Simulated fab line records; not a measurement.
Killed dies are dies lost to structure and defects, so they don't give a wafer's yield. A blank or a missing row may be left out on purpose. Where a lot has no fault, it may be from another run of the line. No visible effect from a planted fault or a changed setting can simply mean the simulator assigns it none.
Struck lot and sound lot, side by side | flow ritCmos | 16 out of 202 route steps
Sound: wafers L808.1, L808.2, L808.4. Struck: wafers L811.2, L811.3. The cause comes at the end.
For every step that has rows: the tool of each side, followed by ch and its chambers, followed by its first start. Under that, the readings that differ: sound wafers | struck wafers | difference of the means | sigmas: that difference in standard deviations of wafers without a fault.
alike: readings whose means differ by less than 2 such deviations, and words and numbers that are the same on both sides. not compared: withheld readings, readings that some wafer has no value for, bounds like >300 that may hide the same value, and numbers for which the record gives no deviation and whose values overlap.
Wherever a step has rows on one side only, a row that says differs or no value, or a row with sigmas, the two part there. When numbers do not overlap yet have no deviation, they are printed without sigmas and do not part them. A reading missing from all wafers of one side parts the sides only when that side holds two or more wafers.

first, 4 steps without rows for these wafers: RIT_ACTIVE_SOFTBAKE_07 (time 60 s); RIT_ACTIVE_EXPOSE_08 (exposes mask M1, target cd 1400 nm); RIT_ACTIVE_PEB_09; RIT_ACTIVE_DEVELOP_10 (develop time 50 s).
RIT_ACTIVE_CD_MEAS_11: target cd 1400 nm.
  struck on cdSem-02, day 2 05:37; sound on cdSem-02, day 1 14:32
  alike: cdNm
then, 1 step without rows for these wafers: RIT_ACTIVE_HARDBAKE_12 (time 60 s).
RIT_ACTIVE_ETCH_13: etches Si3N4 in SF6, stops on SiO2, time 201.2 s, target depth 210 nm.
  sound on rieDiel-03 ch 1,3, day 1 14:49; struck on rieDiel-04 ch 0,2, day 2 05:52
  alike: drypumpMotorCurrentA, oesProductAu, throttleValvePct
  not compared: rfHoursCounterH
RIT_ACTIVE_STRIP_14: strips in O2, time 180 s.
  sound on plasmaAsher-02 ch 0,1, day 1 14:56; struck on plasmaAsher-04 ch 0, day 2 05:59
  alike: drypumpMotorCurrentA
  not compared: rfHoursCounterH
RIT_ACTIVE_CD_MEAS_90: target cd 1400 nm.
  struck on cdSem-02, day 2 06:11; sound on cdSem-02, day 1 15:07
  alike: cdNm
then, 3 steps without rows for these wafers: RIT_ACTIVE_CLEAN_15 (cleans in SC1, time 600 s); RIT_ACTIVE_CLEAN_16 (cleans in dHF, time 30 s); RIT_ACTIVE_CLEAN_17 (cleans in SC2, time 600 s).
RIT_FOX1_OXIDATION_00: target thk 350.7 nm, ox time 1130 s.
  sound on furnace-04 ch 0, day 1 17:15; struck on furnace-04 ch 0, day 2 08:10
reading                                    | sound             | struck      | difference | sigmas
model.SiO2_of_FOX1_OXIDATION_00.thkNm (nm) | 343.3 342.9 341.9 | 326.3 332.4 | -13.3      | 
  alike: tubeCenterTempC
RIT_FOX1_THK_MEAS_01:
  struck on filmMetro-02, day 2 09:30; sound on filmMetro-02, day 1 18:34
reading             | sound       | struck  | difference | sigmas
FOX1_OXIDE_THK (nm) | 343 343 342 | 326 333 | -13        | -2
then, 1 step without rows for these wafers: RIT_FOX1_WET_ETCH_02 (etches SiO2 in BOE, target depth 350 nm, time 390 s).
RIT_M1_PROBE_99:
  struck on prober-02, day 4 01:26; sound on prober-01, day 3 12:07
reading                           | sound          | struck    | difference | sigmas
model.etest.pplusSal.widthNm (nm) | 3453 3424 3425 | 3491 3486 | +54        | 
model.etest.nplusSal.widthNm (nm) | 3446 3443 3423 | 3473 3487 | +43        | 
model.etest.nldd.widthNm (nm)     | 3144 3152 3153 | 3187 3202 | +45        | 
model.etest.pldd.widthNm (nm)     | 3162 3152 3163 | 3184 3196 | +31        | 
  alike: killedAtFrontEnd, killedDies, killedOnRim, killedOpen, killedShort

WHERE THEY PART
Only at RIT_FOX1_THK_MEAS_01, within this record. Later steps at which nothing parts them and some readings are alike: RIT_M1_PROBE_99.

WHY: what the simulator had put in
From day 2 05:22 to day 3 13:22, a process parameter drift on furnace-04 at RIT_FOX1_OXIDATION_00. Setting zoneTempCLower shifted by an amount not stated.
